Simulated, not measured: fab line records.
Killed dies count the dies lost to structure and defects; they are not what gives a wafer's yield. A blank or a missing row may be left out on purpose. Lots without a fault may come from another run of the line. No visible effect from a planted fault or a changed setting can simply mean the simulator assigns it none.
The tool behind it: which one? / flow berkeley-cmos170 / Sampling: 14 lots, 42 wafers, 5 of 331 route steps

== WHAT THE GAUGES READ, wafer by wafer ==
UCB170_SILICIDE_THK_MEAS_03: measures by xrf. Usual: SILICIDE_TI_THK gives 29.9 nm (standard deviation 0.38).
lot=L179; measured=day 7 16:22; on=film-metro-01; SILICIDE_TI_THK (nm)=29.4 30.1 29.5; flag=
lot=L180; measured=day 8 06:16; on=film-metro-04; SILICIDE_TI_THK (nm)=30.0 30.2 30.1; flag=
lot=L182; measured=day 8 16:15; on=film-metro-03; SILICIDE_TI_THK (nm)=30.4 30.0 30.5; flag=
lot=L185; measured=day 8 23:11; on=film-metro-01; SILICIDE_TI_THK (nm)=29.8 30.2 29.9; flag=
lot=L188; measured=day 9 12:05; on=film-metro-03; SILICIDE_TI_THK (nm)=30.3 30.1 30.3; flag=
lot=L187; measured=day 9 12:25; on=film-metro-03; SILICIDE_TI_THK (nm)=30.3 29.7 29.8; flag=
lot=L184; measured=day 9 12:32; on=film-metro-01; SILICIDE_TI_THK (nm)=29.7 29.9 29.2; flag=
lot=L189; measured=day 10 02:38; on=film-metro-03; SILICIDE_TI_THK (nm)=30.0 29.9 30.0; flag=
lot=L192; measured=day 11 01:57; on=film-metro-01; SILICIDE_TI_THK (nm)=29.3 29.5 28.8; flag=
lot=L193; measured=day 11 12:00; on=film-metro-03; SILICIDE_TI_THK (nm)=29.8 29.8 30.1; flag=
lot=L195; measured=day 11 12:25; on=film-metro-04; SILICIDE_TI_THK (nm)=29.6 29.5 29.7; flag=
lot=L200; measured=day 13 02:01; on=film-metro-01; SILICIDE_TI_THK (nm)=29.4 30.2 29.9; flag=
lot=L201; measured=day 13 02:22; on=film-metro-04; SILICIDE_TI_THK (nm)=29.4 29.7 29.6; flag=
lot=L199; measured=day 13 02:47; on=film-metro-03; SILICIDE_TI_THK (nm)=30.0 30.1 30.5; flag=

UCB170_M1_RS_MEAS_01: the measuring method here is four-point-probe. Usual: M1_AL_RS gives 0.0484 ohm/sq (standard deviation 0.00067).
lot=L179; measured=day 7 23:05; on=film-metro-01; M1_AL_RS (ohm/sq)=0.0469 0.0476 0.0474; flag=
lot=L180; measured=day 8 12:13; on=film-metro-04; M1_AL_RS (ohm/sq)=0.0481 0.0488 0.0482; flag=
lot=L182; measured=day 9 00:57; on=film-metro-01; M1_AL_RS (ohm/sq)=0.0486 0.0488 0.0487; flag=
lot=L185; measured=day 9 09:04; on=film-metro-02; M1_AL_RS (ohm/sq)=0.0493 0.0493 0.0494; flag=
lot=L188; measured=day 9 19:16; on=film-metro-01; M1_AL_RS (ohm/sq)=0.0498 0.0495 0.0496; flag=
lot=L187; measured=day 9 19:26; on=film-metro-04; M1_AL_RS (ohm/sq)=0.0482 0.0480 0.0476; flag=
lot=L184; measured=day 9 19:56; on=film-metro-01; M1_AL_RS (ohm/sq)=0.0273 0.0272 0.0273; flag=OFF
lot=L189; measured=day 10 07:14; on=film-metro-02; M1_AL_RS (ohm/sq)=0.0273 0.0271 0.0271; flag=OFF
lot=L192; measured=day 11 08:10; on=film-metro-01; M1_AL_RS (ohm/sq)=0.0487 0.0484 0.0489; flag=
lot=L193; measured=day 11 17:56; on=film-metro-04; M1_AL_RS (ohm/sq)=0.0480 0.0486 0.0491; flag=
lot=L195; measured=day 11 18:13; on=film-metro-01; M1_AL_RS (ohm/sq)=0.0468 0.0466 0.0474; flag=
lot=L200; measured=day 13 09:47; on=film-metro-01; M1_AL_RS (ohm/sq)=0.0477 0.0482 0.0486; flag=
lot=L201; measured=day 13 10:00; on=film-metro-02; M1_AL_RS (ohm/sq)=0.0478 0.0488 0.0481; flag=
lot=L199; measured=day 13 10:29; on=film-metro-01; M1_AL_RS (ohm/sq)=0.0487 0.0496 0.0490; flag=

UCB170_M1_THK_MEAS_02: measures by xrf. Usual: M1_AL_THK gives 604 nm (standard deviation 8.8).
lot=L179; measured=day 7 23:12; on=film-metro-01; M1_AL_THK (nm)=626 619 621; flag=
lot=L180; measured=day 8 12:19; on=film-metro-04; M1_AL_THK (nm)=604 595 601; flag=
lot=L182; measured=day 9 01:04; on=film-metro-01; M1_AL_THK (nm)=602 597 600; flag=
lot=L185; measured=day 9 09:10; on=film-metro-02; M1_AL_THK (nm)=592 592 594; flag=
lot=L188; measured=day 9 19:22; on=film-metro-01; M1_AL_THK (nm)=589 592 591; flag=
lot=L187; measured=day 9 19:32; on=film-metro-04; M1_AL_THK (nm)=603 605 610; flag=
lot=L184; measured=day 9 20:03; on=film-metro-01; M1_AL_THK (nm)=1063 1070 1068; flag=OFF
lot=L189; measured=day 10 07:21; on=film-metro-02; M1_AL_THK (nm)=1063 1068 1068; flag=OFF
lot=L192; measured=day 11 08:17; on=film-metro-01; M1_AL_THK (nm)=599 606 597; flag=
lot=L193; measured=day 11 18:03; on=film-metro-04; M1_AL_THK (nm)=602 601 595; flag=
lot=L195; measured=day 11 18:20; on=film-metro-01; M1_AL_THK (nm)=624 626 618; flag=
lot=L200; measured=day 13 09:53; on=film-metro-01; M1_AL_THK (nm)=612 600 598; flag=
lot=L201; measured=day 13 10:07; on=film-metro-02; M1_AL_THK (nm)=611 601 607; flag=
lot=L199; measured=day 13 10:36; on=film-metro-01; M1_AL_THK (nm)=599 586 595; flag=

UCB170_M1_OVL_MEAS_10. Usual: M1_OVL gives 1 nm (standard deviation 6).
lot=L179; measured=day 8 00:35; on=overlay-01; M1_OVL (nm)=1 0 -4; flag=
lot=L180; measured=day 8 13:55; on=overlay-02; M1_OVL (nm)=-1 -5 -5; flag=
lot=L182; measured=day 9 02:25; on=overlay-02; M1_OVL (nm)=5 1 -6; flag=
lot=L185; measured=day 9 10:43; on=overlay-01; M1_OVL (nm)=5 5 7; flag=
lot=L188; measured=day 9 20:23; on=overlay-02; M1_OVL (nm)=8 10 1; flag=
lot=L187; measured=day 9 21:22; on=overlay-01; M1_OVL (nm)=8 9 -2; flag=
lot=L184; measured=day 9 22:13; on=overlay-01; M1_OVL (nm)=9 6 5; flag=
lot=L189; measured=day 10 08:22; on=overlay-01; M1_OVL (nm)=0 4 -4; flag=
lot=L192; measured=day 11 09:28; on=overlay-01; M1_OVL (nm)=-9 -14 -10; flag=
lot=L193; measured=day 11 19:11; on=overlay-02; M1_OVL (nm)=3 -3 7; flag=
lot=L195; measured=day 11 19:52; on=overlay-01; M1_OVL (nm)=6 3 -4; flag=
lot=L200; measured=day 13 10:55; on=overlay-01; M1_OVL (nm)=0 9 -1; flag=
lot=L201; measured=day 13 11:43; on=overlay-01; M1_OVL (nm)=6 3 8; flag=
lot=L199; measured=day 13 12:12; on=overlay-01; M1_OVL (nm)=4 -3 9; flag=

== WHICH TOOL RAN EACH LOT (tool, then ch and the chambers of the sampled wafers, then the start) ==
lot=L179; UCB170_M1_SPUTTER_00=pvd-sputter-04, day 7 23:01
lot=L180; UCB170_M1_SPUTTER_00=pvd-sputter-01, day 8 12:08
lot=L182; UCB170_M1_SPUTTER_00=pvd-sputter-03, day 9 00:53
lot=L185; UCB170_M1_SPUTTER_00=pvd-sputter-03, day 9 08:57
lot=L188; UCB170_M1_SPUTTER_00=pvd-sputter-03, day 9 19:10
lot=L187; UCB170_M1_SPUTTER_00=pvd-sputter-04, day 9 19:21
lot=L184; UCB170_M1_SPUTTER_00=pvd-sputter-03, day 9 19:52
lot=L189; UCB170_M1_SPUTTER_00=pvd-sputter-03, day 10 07:10
lot=L192; UCB170_M1_SPUTTER_00=pvd-sputter-01, day 11 08:07
lot=L193; UCB170_M1_SPUTTER_00=pvd-sputter-04, day 11 17:52
lot=L195; UCB170_M1_SPUTTER_00=pvd-sputter-01, day 11 18:10
lot=L200; UCB170_M1_SPUTTER_00=pvd-sputter-03, day 13 09:42
lot=L201; UCB170_M1_SPUTTER_00=pvd-sputter-04, day 13 09:56
lot=L199; UCB170_M1_SPUTTER_00=pvd-sputter-03, day 13 10:25
- UCB170_M1_SPUTTER_00: material Al, target thk 600 nm, time 80 s.

== AS READ BY THE TOOLS THEMSELVES (means over the sampled wafers that have a number; for cases with no such wafer, the mark the record gives instead) ==
UCB170_M1_SPUTTER_00. Usual: throttle-valve-pct 29.9 %, standard deviation 1.3.
lot=L179; tool=pvd-sputter-04; throttle-valve-pct (%)=30.2; flag=
lot=L180; tool=pvd-sputter-01; throttle-valve-pct (%)=29.7; flag=
lot=L182; tool=pvd-sputter-03; throttle-valve-pct (%)=28.4; flag=
lot=L185; tool=pvd-sputter-03; throttle-valve-pct (%)=30.5; flag=
lot=L188; tool=pvd-sputter-03; throttle-valve-pct (%)=30.5; flag=
lot=L187; tool=pvd-sputter-04; throttle-valve-pct (%)=29.7; flag=
lot=L184; tool=pvd-sputter-03; throttle-valve-pct (%)=29.7; flag=
lot=L189; tool=pvd-sputter-03; throttle-valve-pct (%)=29.7; flag=
lot=L192; tool=pvd-sputter-01; throttle-valve-pct (%)=30.3; flag=
lot=L193; tool=pvd-sputter-04; throttle-valve-pct (%)=29.9; flag=
lot=L195; tool=pvd-sputter-01; throttle-valve-pct (%)=30.1; flag=
lot=L200; tool=pvd-sputter-03; throttle-valve-pct (%)=29.0; flag=
lot=L201; tool=pvd-sputter-04; throttle-valve-pct (%)=29.3; flag=
lot=L199; tool=pvd-sputter-03; throttle-valve-pct (%)=28.8; flag=

== THE ANSWER, worked out from the rows above alone ==
Rule: a lot is off if the mean of its wafers that have a number lies more than 3 standard deviations from the usual mean. Also off: a lot with no number at a reading for which 4 or more lots have one. The other lots that the step has rows for count as sound. Order of review: gauges by route order, followed by the tools' own readings, for which a lot's mean as printed above is used. The first step at which some lot is off is used, and at that step the reading that is off furthest; a lot without a number counts as furthest.
Off: L184, L189, at UCB170_M1_RS_MEAS_01 (M1_AL_RS).
If a tool, at a process step before that reading, ran all the lots that are off and no sound lot after the first of them, it fits. Gauges at UCB170_M1_RS_MEAS_01: tried the same way as those tools. No candidate that was tried fits.

== WHAT HAD BEEN PUT IN BY THE SIMULATOR ==
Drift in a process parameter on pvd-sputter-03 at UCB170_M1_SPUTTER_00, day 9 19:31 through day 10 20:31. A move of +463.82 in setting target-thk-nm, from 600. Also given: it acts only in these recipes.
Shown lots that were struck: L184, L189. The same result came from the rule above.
